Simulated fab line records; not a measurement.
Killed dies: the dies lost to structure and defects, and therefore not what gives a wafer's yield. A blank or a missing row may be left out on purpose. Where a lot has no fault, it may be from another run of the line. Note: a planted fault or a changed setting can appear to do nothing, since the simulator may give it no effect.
fab line records | flow rit_cmos
record: lots: 6 wafers: 18 last_day: 6
route steps=202 shown PLDD@124 SPACER@125 NSD@131 M1@202
lots that met no fault: from a run of the same line without faults
start_h: hours from the record's opening day to when the first of the lot's shown wafers began | wait_h: hours elapsed since this lot's preceding step | " unchanged from the row above | L1.1+2: a row that stands for several wafers | - either no value or no given start | * or withheld: withheld | < > ~ a bound
route shown NAME@n: a module of which the file shows steps, and the number in the route of the first | usual: mean/standard deviation of fault-free wafers | same: alike in all rows | chamber/n: place in a boat | sites: the reading at each site | _std_site: the standard deviation of these | _edge_site: inner sites' mean taken away from outer sites' mean | radius_mm: how far each site lies from the wafer's centre | mask NAME#n: copy n | behind: the tool/chamber that last shaped the wafer | hold: what put the lot on hold/how long, in hours/how the hold closed | device: transistor that didn't switch, given as n, p or np | end of line: tests run on the same wafers once the route is complete | for a step that has no rows: nothing shown but its recipe | killed: not the wafer's yield, but the dies lost to structure and defects at the first sort | map: a wafer's dies, x killed, . not, _ none there
set.NAME: the run value of the setting; set.NAME@STEP: its run value at that earlier step | model.NAME: the simulator's own value behind a step, which no gauge read
lots at selected steps of the route; one table per step, one row per wafer
services: from which hour (start_h, from the record's first day; less than 0 if before it) a tool's chamber was out of use, for how many hours, and why
== steps ==
step: RIT_PLDD_TW_MEAS_10
usual: PLDD_TW: 2347/15
columns lot.wafer tool chamber start_h wait_h PLDD_TW
L493.1 film_metro-02 - 49.13 0.1 2331
L493.2 " - " " 2345
L493.4 " - " " 2341
L494.2 film_metro-04 - 52.93 0.1 2345
L494.3 " - " " 2355
L494.5 " - " " 2345
L497.3 film_metro-04 - 67.77 0.1 2352
L497.5 " - " " 2346
L497.6 " - " " 2351
L498.4 film_metro-04 - 74.23 0.1 2338
L498.5 " - " " 2349
L498.6 " - " " 2350
L502.2 film_metro-04 - 94.14 0.1 2353
L502.4 " - " " 2339
L502.6 " - " " 2355
L509.1 film_metro-04 - 129.83 0.1 2354
L509.2 " - " " 2364
L509.5 " - " " 2377
step: RIT_SPACER_CLEAN_00
recipe: chemistry: SC1 mix: 3:3:50 time_s: 600 temp_c: 75
step: RIT_SPACER_CLEAN_01
recipe: chemistry: dHF dilution: 50:1 time_s: 30
step: RIT_SPACER_CLEAN_02
recipe: chemistry: SC2 mix: 3:3:50 time_s: 600 temp_c: 75 dry: n2_spin
step: RIT_SPACER_CVD_03
recipe: material: Si3N4 target_thk_nm: 250 temp_c: 810 precursor: SiH2Cl2/NH3 time_s: 3300 pressure_mtorr: 300 sih2cl2_flow_sccm: 60 nh3_flow_sccm: 150
step: RIT_SPACER_THK_MEAS_04
recipe: reads: Si3N4_of_SPACER_CVD_03
usual: SPACER_NITRIDE_THK: 248.9/2.5
columns lot.wafer tool chamber start_h wait_h SPACER_NITRIDE_THK[nm]
L493.1 film_metro-02 - 51.49 0.0 246.4
L493.2 " - " " 247.1
L493.4 " - " " 246.3
L494.2 film_metro-02 - 55.46 0.0 253.7
L494.3 " - " " 254.8
L494.5 " - " " 252.9
L497.3 film_metro-02 - 71.43 0.0 244.6
L497.5 " - " " 245.5
L497.6 " - " " 244.4
L498.4 film_metro-04 - 77.12 0.0 247.1
L498.5 " - " " 247.4
L498.6 " - " " 247.7
L502.2 film_metro-02 - 96.48 0.0 252.0
L502.4 " - " " 249.3
L502.6 " - " " 248.2
L509.1 film_metro-04 - 132.18 0.0 246.8
L509.2 " - " " 245.7
L509.5 " - " " 248.3
step: RIT_SPACER_ETCHBACK_05
recipe: target_depth_a: 2500 SF6_flow_sccm: 30 CHF3_flow_sccm: 30 target: Si3N4 chemistry: SF6/CHF3 pressure_mtorr: 40 rf_w: 250 time_s: 240 stop_on: SiO2
usual: drypump_motor_current_A: 5.9/0.51 oes_product_au: 0.838/0.018 throttle_valve_pct: 10.24/0.13
columns lot.wafer tool chamber start_h wait_h drypump_motor_current_A oes_product_au rf_hours_counter_h throttle_valve_pct
L493.1 rie_diel-04 2 51.55 0.1 5.8 0.853 108 10.04
L493.2 " 3 " " 5.8 0.825 84 10.43
L493.4 " 0 " " 6.4 0.815 95 10.17
L494.2 rie_diel-01 0 55.51 0.0 5.8 0.870 129 10.18
L494.3 " 2 " " 6.6 0.850 51 10.19
L494.5 " 2 " " 6.6 0.849 - 10.19
L497.3 rie_diel-04 3 71.47 0.0 5.9 0.820 84 10.41
L497.5 " 3 " " 5.9 0.821 - 10.42
L497.6 " 0 " " 6.3 0.817 - 10.17
L498.4 rie_diel-03 1 77.15 0.0 5.7 0.839 3 10.32
L498.5 " 3 " " 6.2 0.811 - 10.34
L498.6 " 0 " " 4.9 0.858 - 10.13
L502.2 rie_diel-03 0 96.53 0.0 4.9 0.873 15 10.14
L502.4 " 1 " " 5.8 0.835 4 10.32
L502.6 " 3 " " 6.2 0.812 - 10.34
L509.1 rie_diel-03 0 132.24 0.1 4.9 0.855 16 10.15
L509.2 " 3 " " 6.2 0.815 141 10.36
L509.5 " 1 " " 5.7 0.833 - 10.32
step: RIT_NSD_HMDS_00
recipe: prime_time_s: 60 prime_temp_c: 140
step: RIT_NSD_COAT_01
recipe: resist: NOVOLAK spin_rpm: 3250 resist_thk_nm: 1000
step: RIT_NSD_SOFTBAKE_02
recipe: resist: NOVOLAK temp_c: 90 time_s: 60
step: RIT_NSD_EXPOSE_03
recipe: mask_id: M9 na: 0.57 target_cd_nm: 40700 dose_mj: 250
step: RIT_NSD_PEB_04
recipe: resist: NOVOLAK temp_c: withheld time_s: withheld
step: RIT_NSD_DEVELOP_05
recipe: resist: NOVOLAK develop_time_s: 50 dev_temp_c: 23
columns lot.wafer tool chamber start_h wait_h
L493.1+2+4 litho_track-01 0 52 -
L494.2+3+5 litho_track-03 0 56 -
L497.3+5+6 litho_track-03 0 72 -
L498.4+5+6 litho_track-01 0 78 -
L502.2+4+6 litho_track-01 0 97 -
L509.1+2+5 litho_track-03 0 133 -
step: RIT_NSD_OVL_MEAS_06
usual: NSD_OVL: -0.7/1.6
columns lot.wafer tool chamber start_h wait_h NSD_OVL[nm]
L493.1 overlay-02 - 52.80 - 0.2
L493.2 " - " " -1.0
L493.4 " - " " 0.2
L494.2 overlay-02 - 56.64 - 0.0
L494.3 " - " " -0.8
L494.5 " - " " -0.1
L497.3 overlay-02 - 72.48 - -2.9
L497.5 " - " " -1.9
L497.6 " - " " -3.9
L498.4 overlay-01 - 78.16 - -2.1
L498.5 " - " " -1.6
L498.6 " - " " -2.4
L502.2 overlay-02 - 97.72 - 3.4
L502.4 " - " " 1.3
L502.6 " - " " 2.7
L509.1 overlay-02 - 133.36 - -2.2
L509.2 " - " " -1.6
L509.5 " - " " -2.7
step: RIT_NSD_HARDBAKE_07
recipe: resist: NOVOLAK temp_c: 140 time_s: 60
step: RIT_NSD_IMPLANT_08
recipe: species: P energy_kev: 25 dose_cm2: 1.02e+15 tilt_deg: 7
step: RIT_NSD_STRIP_09
recipe: chemistry: O2 time_s: 180 resist: NOVOLAK platen_temp_c: withheld power_w: 500 pressure_mtorr: 4000 o2_flow_sccm: 4000
usual: drypump_motor_current_A: 5.9/0.44
columns lot.wafer tool chamber start_h wait_h drypump_motor_current_A rf_hours_counter_h
L493.1 plasma_asher-03 0 53.13 0.1 5.8 42
L493.2 " 1 " " 6.1 42
L493.4 " 0 " " 5.8 -
L494.2 plasma_asher-01 1 56.97 0.1 5.1 42
L494.3 " 1 " " 5.2 -
L494.5 " 0 " " 6.4 -
L497.3 plasma_asher-03 1 72.86 0.1 6.1 -
L497.5 " 1 " " 6.1 -
L497.6 " 0 " " 5.8 -
L498.4 plasma_asher-01 1 78.54 0.1 5.2 -
L498.5 " 1 " " 5.2 -
L498.6 " 0 " " 6.5 -
L502.2 plasma_asher-04 1 98.05 0.1 6.3 43
L502.4 " 1 " " 6.3 -
L502.6 " 1 " " 6.3 -
L509.1 plasma_asher-01 0 133.70 0.1 6.4 2
L509.2 " 1 " " 5.2 2
L509.5 " 1 " " 5.2 -
step: RIT_NSD_TW_MEAS_10
usual: NSD_TW: 3149/21
columns lot.wafer tool chamber start_h wait_h hold NSD_TW
L493.1 film_metro-04 - 53.31 0.1 - 3142
L493.2 " - " " - 3129
L493.4 " - " " - 3141
L494.2 film_metro-03 - 57.15 0.1 - 3183
L494.3 " - " " - 3182
L494.5 " - " " - 3175
L497.3 film_metro-03 - 73.00 0.1 - 3143
L497.5 " - " " - 3160
L497.6 " - " " - 3165
L498.4 film_metro-02 - 78.69 0.1 await_dispo/0.2h/release 30
L498.5 " - " " await_dispo/0.2h/release 30
L498.6 " - " " await_dispo/0.2h/release 30
L498.4 film_metro-02 - 78.91 0.2 - 30
L498.5 " - " " - 30
L498.6 " - " " - 30
L502.2 film_metro-02 - 98.24 0.1 await_dispo/0.2h/release 30
L502.4 " - " " await_dispo/0.2h/release 30
L502.6 " - " " await_dispo/0.2h/release 30
L502.2 film_metro-02 - 98.47 0.2 - 30
L502.4 " - " " - 30
L502.6 " - " " - 30
L509.1 film_metro-04 - 133.87 0.1 - 3149
L509.2 " - " " - 3177
L509.5 " - " " - 3163
step: RIT_M1_PROBE_99
usual: defect_limited_yield: 97.4/1.2 killed_at_contacts: 0.1/0.29 killed_at_front_end: 7/3 killed_dies: 7/3 killed_open: 3.5/2 killed_short: 3.4/2 sort_bin_3_pad_short: 0.1/0.19 sort_bin_5_function: 1.5/0.77 sort_bin_6_memory: 1.0/0.7 sort_n_pass: 257/3 sort_yield_pct: 97.4/1.2
same: gross_dies: 264 killed_at_M0_to_M3: 0 killed_at_M4_up: 0 killed_at_back_side: 0 killed_at_other: 0
columns lot.wafer tool chamber start_h wait_h defect_limited_yield[%] killed_at_contacts killed_at_front_end killed_dies killed_open killed_short sort_bin_3_pad_short[%] sort_bin_5_function[%] sort_bin_6_memory[%] sort_n_pass sort_yield_pct[%]
L494.2 prober-01 - 66.58 0.1 99.2 0 2 2 1 1 0 0.4 0.4 262 99.2
L494.3 prober-01 - 66.63 0.2 97.3 0 7 7 7 0 0 2.3 0.4 257 97.3
L494.5 prober-01 - 66.73 0.2 98.1 0 5 5 3 2 0 0.4 1.5 259 98.1
killed by level:class
L494.2 SPACER:geometric_particle:open=1 SILICIDE:geometric_particle:short=1
L494.3 GATE:geometric_particle:open=3 SILICIDE:geometric_particle:open=3 SPACER:geometric_particle:open=1
L494.5 FOX1:geometric_particle:short=1 FOX1:geometric_particle:open=1 GATE:geometric_particle:short=1 GATE:geometric_particle:open=1 SILICIDE:geometric_particle:open=1
== services ==
columns tool chamber start_h hours kind
rie_diel-01 - 42.55 0.4 repair
rie_diel-01 1 55.66 - clean
rie_diel-01 1 55.66 24.1 scheduled_down
rie_diel-01 1 55.66 24.1 vent_cycle
rie_diel-01 3 63.31 4.3 repair
rie_diel-04 3 64.87 3.3 repair
rie_diel-01 - 89.55 1.4 repair
rie_diel-04 - 95.78 2.8 pm
rie_diel-01 1 97.98 8.9 repair
plasma_asher-01 - 108.75 9.0 pm
plasma_asher-01 0 108.75 9.0 vent_cycle
plasma_asher-01 1 108.75 9.0 vent_cycle
plasma_asher-01 0 117.75 - clean
plasma_asher-01 1 117.75 - clean
== key ==
first_sign: step: RIT_NSD_TW_MEAS_10 reading: visit direction: added
effect: step: RIT_NSD_TW_MEAS_10 reading: NSD_TW direction: down sigmas: 99+ usual: 3149 struck: 30
met_at RIT_NSD_DEVELOP_05
struck_wafers L498.4,L498.5,L498.6,L502.2,L502.4,L502.6
scrapped_behind RIT_NSD_TW_MEAS_10 L498.4,L498.5,L498.6,L502.2,L502.4,L502.6
onset_between 52 78
fault: kind: process_parameter_drift tool: litho_track-01 chamber: - onset_h: 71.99 steps: RIT_NSD_DEVELOP_05 channel: develop_time_s offset: * shape: step end_h: 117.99 acts_in: * stated: *
